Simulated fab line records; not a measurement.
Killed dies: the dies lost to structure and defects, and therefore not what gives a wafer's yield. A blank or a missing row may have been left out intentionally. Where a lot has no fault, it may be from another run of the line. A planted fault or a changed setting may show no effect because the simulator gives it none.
A lot that was struck, set against a sound lot | flow rit cmos | 15 out of 202 route steps
Sound: the wafers L487.1, L487.2, L487.5. The struck wafers were L492.2, L492.3, L492.4. The cause comes at the end.
For every step that has rows: the tool of each side, followed by ch and its chambers, followed by its first start. Under that, the readings that differ: sound wafers | struck wafers | difference of the means | sigmas: that difference in standard deviations of wafers without a fault.
alike: readings whose means differ by less than 2 such deviations, and words and numbers that are the same on both sides. not compared: withheld readings, readings that some wafer has no value for, bounds like >300 that may hide the same value, and numbers for which the record gives no deviation and whose values overlap.
The two part at a step that has a row with sigmas, a row that says differs or no value, or rows on one side only. When numbers do not overlap yet have no deviation, they are printed without sigmas and do not part them. A reading that every wafer of one side lacks parts them only if that side has two wafers or more.

first, 4 steps without rows for these wafers: RIT_PLDD_SOFTBAKE_02 (time 60 s); RIT_PLDD_EXPOSE_03 (exposes mask M8, target cd 40900 nm); RIT_PLDD_PEB_04; RIT_PLDD_DEVELOP_05 (develop time 50 s).
RIT_PLDD_OVL_MEAS_06:
  sound on overlay-02 at day 4 04:17; struck on overlay-02 at day 5 16:28
  alike: PLDD_OVL
then, 2 steps without rows for these wafers: RIT_PLDD_HARDBAKE_07 (time 60 s); RIT_PLDD_IMPLANT_08.
RIT_PLDD_STRIP_09: strips in O2, time 180 s.
  sound on plasma asher-04 ch 0,1, day 4 04:38; struck on plasma asher-04 ch 0,1, day 5 16:47
  alike: drypump motor current A
  not compared: rf hours counter h
RIT_PLDD_TW_MEAS_10:
  sound on film metro-01 at day 4 04:48; struck on film metro-01 at day 5 16:58
  alike: PLDD_TW
then, 3 steps without rows for these wafers: RIT_SPACER_CLEAN_00 (cleans in SC1, time 600 s); RIT_SPACER_CLEAN_01 (cleans in dHF, time 30 s); RIT_SPACER_CLEAN_02 (cleans in SC2, time 600 s).
RIT_SPACER_CVD_03: deposits Si3N4 from SiH2Cl2/NH3, target thk 250 nm, time 3300 s.
  sound on lpcvd-01 ch 1, day 4 05:14; struck on lpcvd-01 ch 1, day 5 19:28
RIT_SPACER_THK_MEAS_04:
  sound on film metro-02 at day 4 07:09; struck on film metro-02 at day 5 21:38
  reading                 | sound             | struck            | difference | sigmas
  SPACER_NITRIDE_THK (nm) | 248.4 247.8 248.9 | 502.0 506.5 505.0 | +256.1     | +95
RIT_M1_PROBE_99:
  sound wafers here have rows in the record (prober-01, day 4 18:11); struck ones have none

WHERE THEY PART
At RIT_SPACER_THK_MEAS_04 first; at RIT_M1_PROBE_99 last (within this record only).

WHY: the cause the simulator had injected
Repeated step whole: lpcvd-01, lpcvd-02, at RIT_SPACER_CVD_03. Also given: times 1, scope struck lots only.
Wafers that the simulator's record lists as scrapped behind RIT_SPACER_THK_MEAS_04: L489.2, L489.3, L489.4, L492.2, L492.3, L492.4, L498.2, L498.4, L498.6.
